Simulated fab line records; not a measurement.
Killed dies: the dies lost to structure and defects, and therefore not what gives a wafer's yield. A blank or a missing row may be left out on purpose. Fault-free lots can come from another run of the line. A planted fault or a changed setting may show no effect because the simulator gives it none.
Which tool was responsible? :: flow berkeley_cmos170 :: 42 wafers from 14 lots sampled at 5 of the route's 331 steps

WHAT THE GAUGES READ, wafer by wafer
UCB170_WELLDRIVE_THK_MEAS_02.
lot: L332
measured: day 4 01:48
on: film_metro-02
WELLDRIVE_OXIDE_THK (nm): 197 197 197

lot: L333
measured: day 4 15:20
on: film_metro-01
WELLDRIVE_OXIDE_THK (nm): 202 205 203

lot: L334
measured: day 4 15:20
on: film_metro-03
WELLDRIVE_OXIDE_THK (nm): 197 197 198

lot: L335
measured: day 4 15:20
on: film_metro-02
WELLDRIVE_OXIDE_THK (nm): 195 195 199

lot: L336
measured: day 5 01:35
on: film_metro-03
WELLDRIVE_OXIDE_THK (nm): 199 198 195

lot: L337
measured: day 5 01:35
on: film_metro-01
WELLDRIVE_OXIDE_THK (nm): 200 199 197

lot: L338
measured: day 5 07:53
on: film_metro-02
WELLDRIVE_OXIDE_THK (nm): 198 196 195

lot: L339
measured: day 5 07:55
on: film_metro-01
WELLDRIVE_OXIDE_THK (nm): 193 192 194

lot: L340
measured: day 5 16:50
on: film_metro-02
WELLDRIVE_OXIDE_THK (nm): 195 195 194

lot: L342
measured: day 5 23:36
on: film_metro-01
WELLDRIVE_OXIDE_THK (nm): 197 198 199

lot: L347
measured: day 7 07:46
on: film_metro-01
WELLDRIVE_OXIDE_THK (nm): 178 177 179

lot: L348
measured: day 7 07:46
on: film_metro-02
WELLDRIVE_OXIDE_THK (nm): 181 176 179

lot: L350
measured: day 8 01:39
on: film_metro-02
WELLDRIVE_OXIDE_THK (nm): 196 199 198

lot: L351
measured: day 8 01:41
on: film_metro-03
WELLDRIVE_OXIDE_THK (nm): 201 202 203

UCB170_SILICIDE_THK_MEAS_03: measures by xrf.
lot: L332
measured: day 8 00:36
on: film_metro-02
SILICIDE_TI_THK (nm): 29.66 29.61 29.99

lot: L333
measured: day 8 23:17
on: film_metro-04
SILICIDE_TI_THK (nm): 29.74 29.69 29.44

lot: L334
measured: day 8 23:40
on: film_metro-01
SILICIDE_TI_THK (nm): 29.88 29.88 29.64

lot: L335
measured: day 8 23:00
on: film_metro-01
SILICIDE_TI_THK (nm): 29.75 29.91 29.99

lot: L336
measured: day 9 09:41
on: film_metro-01
SILICIDE_TI_THK (nm): 29.71 29.53 29.23

lot: L337
measured: day 9 10:16
on: film_metro-02
SILICIDE_TI_THK (nm): 29.91 29.87 30.06

lot: L338
measured: day 9 10:06
on: film_metro-01
SILICIDE_TI_THK (nm): 30.60 30.37 30.30

lot: L339
measured: day 9 10:32
on: film_metro-01
SILICIDE_TI_THK (nm): 30.42 30.44 30.43

lot: L340
measured: day 10 07:15
on: film_metro-02
SILICIDE_TI_THK (nm): 29.90 29.75 29.66

lot: L342
measured: day 10 08:29
on: film_metro-02
SILICIDE_TI_THK (nm): 29.86 29.86 29.83

lot: L347
measured: day 11 16:58
on: film_metro-01
SILICIDE_TI_THK (nm): 29.73 29.92 29.74

lot: L348
measured: day 11 17:19
on: film_metro-04
SILICIDE_TI_THK (nm): 30.50 30.56 30.44

lot: L350
measured: day 12 02:36
on: film_metro-04
SILICIDE_TI_THK (nm): 30.12 29.93 29.78

lot: L351
measured: day 12 03:02
on: film_metro-04
SILICIDE_TI_THK (nm): 30.30 30.07 29.93

UCB170_M1_CD_MEAS_09: target cd 700 nm.
lot: L332
measured: day 8 06:38
on: cd_sem-02
cd_nm (nm): 699.5 700.0 699.6

lot: L333
measured: day 9 06:47
on: cd_sem-02
cd_nm (nm): 699.7 702.1 700.9

lot: L334
measured: day 9 07:20
on: cd_sem-02
cd_nm (nm): 701.8 700.2 701.0

lot: L335
measured: day 9 04:53
on: cd_sem-02
cd_nm (nm): 701.2 700.5 700.9

lot: L336
measured: day 9 16:49
on: cd_sem-02
cd_nm (nm): 699.3 698.6 698.3

lot: L337
measured: day 9 18:29
on: cd_sem-02
cd_nm (nm): 699.3 700.3 699.9

lot: L338
measured: day 9 17:12
on: cd_sem-02
cd_nm (nm): 701.0 702.0 701.7

lot: L339
measured: day 9 18:46
on: cd_sem-02
cd_nm (nm): 700.1 700.1 701.0

lot: L340
measured: day 10 14:18
on: cd_sem-02
cd_nm (nm): 701.7 699.4 701.0

lot: L342
measured: day 10 16:53
on: cd_sem-02
cd_nm (nm): 701.3 701.6 700.6

lot: L347
measured: day 12 00:56
on: cd_sem-02
cd_nm (nm): 701.2 701.9 701.8

lot: L348
measured: day 12 01:16
on: cd_sem-02
cd_nm (nm): 700.9 699.2 700.5

lot: L350
measured: day 12 08:56
on: cd_sem-01
cd_nm (nm): 699.9 699.1 700.4

lot: L351
measured: day 12 09:56
on: cd_sem-01
cd_nm (nm): 699.2 700.9 701.8

EACH LOT AND THE TOOL THAT RAN IT (in order: tool; ch and the chambers of the sampled wafers; start)
lot: L332
UCB170_WELLDRIVE_OXIDATION_01: furnace-01 ch 0, day 3 22:17
UCB170_CONTACT_STRIP_19: plasma_asher-02 ch 0,1, day 8 04:44

lot: L333
UCB170_WELLDRIVE_OXIDATION_01: furnace-04 ch 0, day 4 11:50
UCB170_CONTACT_STRIP_19: plasma_asher-03 ch 0,1, day 9 04:56

lot: L334
UCB170_WELLDRIVE_OXIDATION_01: furnace-04 ch 0, day 4 11:50
UCB170_CONTACT_STRIP_19: plasma_asher-02 ch 0,1, day 9 05:19

lot: L335
UCB170_WELLDRIVE_OXIDATION_01: furnace-04 ch 0, day 4 11:50
UCB170_CONTACT_STRIP_19: plasma_asher-04 ch 0,1, day 9 03:17

lot: L336
UCB170_WELLDRIVE_OXIDATION_01: furnace-01 ch 0, day 4 22:04
UCB170_CONTACT_STRIP_19: plasma_asher-03 ch 0,1, day 9 14:09

lot: L337
UCB170_WELLDRIVE_OXIDATION_01: furnace-01 ch 0, day 4 22:04
UCB170_CONTACT_STRIP_19: plasma_asher-03 ch 0,1, day 9 16:25

lot: L338
UCB170_WELLDRIVE_OXIDATION_01: furnace-02 ch 0, day 5 04:23
UCB170_CONTACT_STRIP_19: plasma_asher-02 ch 0,1, day 9 14:41

lot: L339
UCB170_WELLDRIVE_OXIDATION_01: furnace-02 ch 0, day 5 04:23
UCB170_CONTACT_STRIP_19: plasma_asher-04 ch 0,1, day 9 16:53

lot: L340
UCB170_WELLDRIVE_OXIDATION_01: furnace-02 ch 0, day 5 13:19
UCB170_CONTACT_STRIP_19: plasma_asher-03 ch 0,1, day 10 12:07

lot: L342
UCB170_WELLDRIVE_OXIDATION_01: furnace-01 ch 0, day 5 20:06
UCB170_CONTACT_STRIP_19: plasma_asher-03 ch 0,1, day 10 14:34

lot: L347
UCB170_WELLDRIVE_OXIDATION_01: furnace-01 ch 0, day 7 04:16
UCB170_CONTACT_STRIP_19: plasma_asher-02 ch 1, day 11 22:25

lot: L348
UCB170_WELLDRIVE_OXIDATION_01: furnace-01 ch 0, day 7 04:16
UCB170_CONTACT_STRIP_19: plasma_asher-03 ch 0,1, day 11 22:46

lot: L350
UCB170_WELLDRIVE_OXIDATION_01: furnace-02 ch 0, day 7 22:09
UCB170_CONTACT_STRIP_19: plasma_asher-04 ch 0,1, day 12 07:07

lot: L351
UCB170_WELLDRIVE_OXIDATION_01: furnace-02 ch 0, day 7 22:09
UCB170_CONTACT_STRIP_19: plasma_asher-02 ch 0,1, day 12 07:55
- UCB170_WELLDRIVE_OXIDATION_01: target thk 199 nm, ox time 9000 s.
- UCB170_CONTACT_STRIP_19: strips in O2.

WHAT THE TOOLS THEMSELVES READ (means of the sampled wafers that have a number; where no wafer has one, the mark that the record gives instead)
UCB170_WELLDRIVE_OXIDATION_01.
lot: L332
tool: furnace-01
spike_tc_centre_C (C): 1102.6
spike_tc_load_C (C): 1132
spike_tc_source_C (C): 1130.5

lot: L333
tool: furnace-04
spike_tc_centre_C (C): 1102.1
spike_tc_load_C (C): 1127
spike_tc_source_C (C): 1126.1

lot: L334
tool: furnace-04
spike_tc_centre_C (C): 1103.8
spike_tc_load_C (C): 1127
spike_tc_source_C (C): 1127.2

lot: L335
tool: furnace-04
spike_tc_centre_C (C): 1102.8
spike_tc_load_C (C): 1127
spike_tc_source_C (C): 1126.6

lot: L336
tool: furnace-01
spike_tc_centre_C (C): 1101.2
spike_tc_load_C (C): 1132
spike_tc_source_C (C): 1130.2

lot: L337
tool: furnace-01
spike_tc_centre_C (C): 1102.0
spike_tc_load_C (C): 1133
spike_tc_source_C (C): 1130.2

lot: L338
tool: furnace-02
spike_tc_centre_C (C): 1103.0
spike_tc_load_C (C): 1127
spike_tc_source_C (C): 1127.6

lot: L339
tool: furnace-02
spike_tc_centre_C (C): 1102.3
spike_tc_load_C (C): 1127
spike_tc_source_C (C): 1127.4

lot: L340
tool: furnace-02
spike_tc_centre_C (C): 1101.6
spike_tc_load_C (C): 1126
spike_tc_source_C (C): 1127.2

lot: L342
tool: furnace-01
spike_tc_centre_C (C): 1101.7
spike_tc_load_C (C): 1133
spike_tc_source_C (C): 1131.2

lot: L347
tool: furnace-01
spike_tc_centre_C (C): 1085.7
spike_tc_load_C (C): 1118
spike_tc_source_C (C): 1113.9

lot: L348
tool: furnace-01
spike_tc_centre_C (C): 1086.0
spike_tc_load_C (C): 1116
spike_tc_source_C (C): 1113.9

lot: L350
tool: furnace-02
spike_tc_centre_C (C): 1102.5
spike_tc_load_C (C): 1127
spike_tc_source_C (C): 1128.1

lot: L351
tool: furnace-02
spike_tc_centre_C (C): 1102.7
spike_tc_load_C (C): 1127
spike_tc_source_C (C): 1128.4

UCB170_CONTACT_STRIP_19.
lot: L332
tool: plasma_asher-02
drypump_motor_current_A (A): 6.4
oes_product_au (a.u.): 0.724

lot: L333
tool: plasma_asher-03
drypump_motor_current_A (A): 5.6
oes_product_au (a.u.): 0.726

lot: L334
tool: plasma_asher-02
drypump_motor_current_A (A): 6.3
oes_product_au (a.u.): 0.721

lot: L335
tool: plasma_asher-04
drypump_motor_current_A (A): 5.2
oes_product_au (a.u.): 0.729

lot: L336
tool: plasma_asher-03
drypump_motor_current_A (A): 5.6
oes_product_au (a.u.): 0.722

lot: L337
tool: plasma_asher-03
drypump_motor_current_A (A): 5.6
oes_product_au (a.u.): 0.726

lot: L338
tool: plasma_asher-02
drypump_motor_current_A (A): 6.3
oes_product_au (a.u.): 0.724

lot: L339
tool: plasma_asher-04
drypump_motor_current_A (A): 5.2
oes_product_au (a.u.): 0.726

lot: L340
tool: plasma_asher-03
drypump_motor_current_A (A): 5.1
oes_product_au (a.u.): 0.731

lot: L342
tool: plasma_asher-03
drypump_motor_current_A (A): 5.6
oes_product_au (a.u.): 0.724

lot: L347
tool: plasma_asher-02
drypump_motor_current_A (A): 6.6
oes_product_au (a.u.): 0.726

lot: L348
tool: plasma_asher-03
drypump_motor_current_A (A): 5.5
oes_product_au (a.u.): 0.728

lot: L350
tool: plasma_asher-04
drypump_motor_current_A (A): 5.2
oes_product_au (a.u.): 0.728

lot: L351
tool: plasma_asher-02
drypump_motor_current_A (A): 6.3
oes_product_au (a.u.): 0.727

THE ANSWER, worked out from the rows above alone
Rule: what is usual is taken from the lots themselves. The widest of any qualifying gaps counts: lots, ordered by their means at a reading, are off when they make up no more than a third of the lots, leave a main group of 4 or more, and stand apart from it by 3 or more times the standard deviation of that group's means. A main group whose means are all the same, to the digits that the tables above print for the reading, isn't used. Also off: a lot with no number at a reading for which 4 or more lots have one. The other lots that the step has rows for count as sound. The gauges are gone through in route order, then the tools' own readings, and for those a lot's mean is taken as printed above. The first step at which some lot is off is used, and at that step the reading that is off furthest; a lot without a number counts as furthest.
Off: at UCB170_WELLDRIVE_THK_MEAS_02 (WELLDRIVE_OXIDE_THK), L347, L348. Mean 198 nm and standard deviation 2.7 in the main group.
A tool fits if, at a process step before that reading, it ran every lot that is off, and no sound lot after the first of them. Not tried: the gauges at UCB170_WELLDRIVE_THK_MEAS_02; whatever is off there is also off at UCB170_WELLDRIVE_OXIDATION_01, on other tools, and gauge error can't account for it. One fits: UCB170_WELLDRIVE_OXIDATION_01 on furnace-01. A fault onset in the window from L342 (day 5 20:06, its last sound lot) to L347 (day 7 04:16, its first lot off) fits.
The tool's own readings at UCB170_WELLDRIVE_OXIDATION_01 bear it out: on the lots that are off they differ by more than 5 times the standard deviation of the sound lots' means. spike_tc_centre_C reads 1085.8 C there against 1102.4 C on the sound lots; spike_tc_source_C reads 1113.9 C there against 1128.4 C on the sound lots.

WHAT THE SIMULATOR HAD INSERTED
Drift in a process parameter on furnace-01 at UCB170_WELLDRIVE_OXIDATION_01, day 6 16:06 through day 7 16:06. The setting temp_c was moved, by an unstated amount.
Lots struck among those shown: L347, L348. The rule given above showed the same thing.
